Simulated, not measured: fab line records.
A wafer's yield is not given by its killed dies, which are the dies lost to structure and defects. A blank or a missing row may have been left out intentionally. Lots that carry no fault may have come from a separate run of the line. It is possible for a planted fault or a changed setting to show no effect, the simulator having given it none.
A lot that was struck, set against a sound lot -- flow berkeley_cmos170 -- 19 steps out of a route of 331
Sound: the wafers L495.1, L495.2, L495.6. Wafers struck: L500.3, L500.5, L500.6. At the end, the cause is stated.
For every step that has rows: the tool of each side, followed by ch and its chambers, followed by its first start. Under that, the readings that differ: sound wafers -- struck wafers -- difference of the means -- sigmas: that difference in standard deviations of wafers without a fault.
alike: readings with means less than 2 such deviations apart, plus words and numbers identical on both sides. not compared: withheld readings, readings lacking a value on some wafer, bounds such as >300 that could conceal the same value, and numbers that have no deviation in the record and whose values overlap.
Wherever a step has rows on one side only, a row that says differs or no value, or a row with sigmas, the two part there. When numbers do not overlap yet have no deviation, they are printed without sigmas and do not part them. Lack of a reading on every wafer of one side parts them only where that side has two or more wafers.

first, 5 steps without rows for these wafers: UCB170_PSD_COAT_01 (resist thk 900 nm); UCB170_PSD_SOFTBAKE_02 (time 60 s); UCB170_PSD_EXPOSE_03 (exposes mask PSELECT MOD, target cd 1200 nm); UCB170_PSD_PEB_04; UCB170_PSD_DEVELOP_05 (develop time 45 s).
UCB170_PSD_CD_MEAS_06: target cd 1200 nm.
  sound on cd_sem-02, day 10 12:32; struck on cd_sem-01, day 10 12:35
  alike: cd_nm
UCB170_PSD_OVL_MEAS_07:
  sound on overlay-02, day 10 12:40; struck on overlay-01, day 10 12:40
  alike: PSD_OVL
following that, these wafers have no rows for 1 step: UCB170_PSD_IMPLANT_08.
UCB170_PSD_STRIP_09: strips in O2.
  sound on plasma_asher-02 ch 0,1, day 10 12:50; struck on plasma_asher-01 ch 0,1, day 10 12:53
  alike: drypump_motor_current_A, oes_product_au, strip_time_to_endpoint_s
  not compared: rf_hours_counter_h
UCB170_PSD_TW_MEAS_10:
  sound on film_metro-02, day 10 12:56; struck on film_metro-03, day 10 12:58
  alike: PSD_TW
then, 2 steps without rows for these wafers: UCB170_PSD_CLEAN_11 (cleans in SPM, time 600 s); UCB170_NSD_HMDS_00 (prime time 60 s).
UCB170_NSD_COAT_01: resist thk 900 nm.
  sound on litho_track-04 ch 0, day 10 15:45; struck on litho_track-01, day 10 15:16
  no value came back on the struck wafers for chill_plate_temp_C (C), dispense_pressure_kPa (kPa); on the sound wafers chill_plate_temp_C (C) reads 23.02 22.92 23.09
then, 4 steps without rows for these wafers: UCB170_NSD_SOFTBAKE_02 (time 60 s); UCB170_NSD_EXPOSE_03 (exposes mask NSELECT MOD, target cd 1200 nm); UCB170_NSD_PEB_04; UCB170_NSD_DEVELOP_05 (develop time 45 s).
UCB170_NSD_CD_MEAS_06: target cd 1200 nm.
  sound on cd_sem-01, day 10 17:30; struck on cd_sem-01, day 10 17:17
reading,sound,struck,difference,sigmas
cd_nm (nm),1203.1 1202.9 1203.3,- - -,no value on the struck wafers,
UCB170_NSD_OVL_MEAS_07:
  sound on overlay-02, day 10 17:37; struck on overlay-02, day 10 17:22
reading,sound,struck,difference,sigmas
NSD_OVL (nm),-4 2 3,- - -,no value on the struck wafers,

== WHERE THEY PART ==
At UCB170_NSD_COAT_01 first; at UCB170_NSD_OVL_MEAS_07 last (within this record only).

WHY: whatever the simulator had introduced
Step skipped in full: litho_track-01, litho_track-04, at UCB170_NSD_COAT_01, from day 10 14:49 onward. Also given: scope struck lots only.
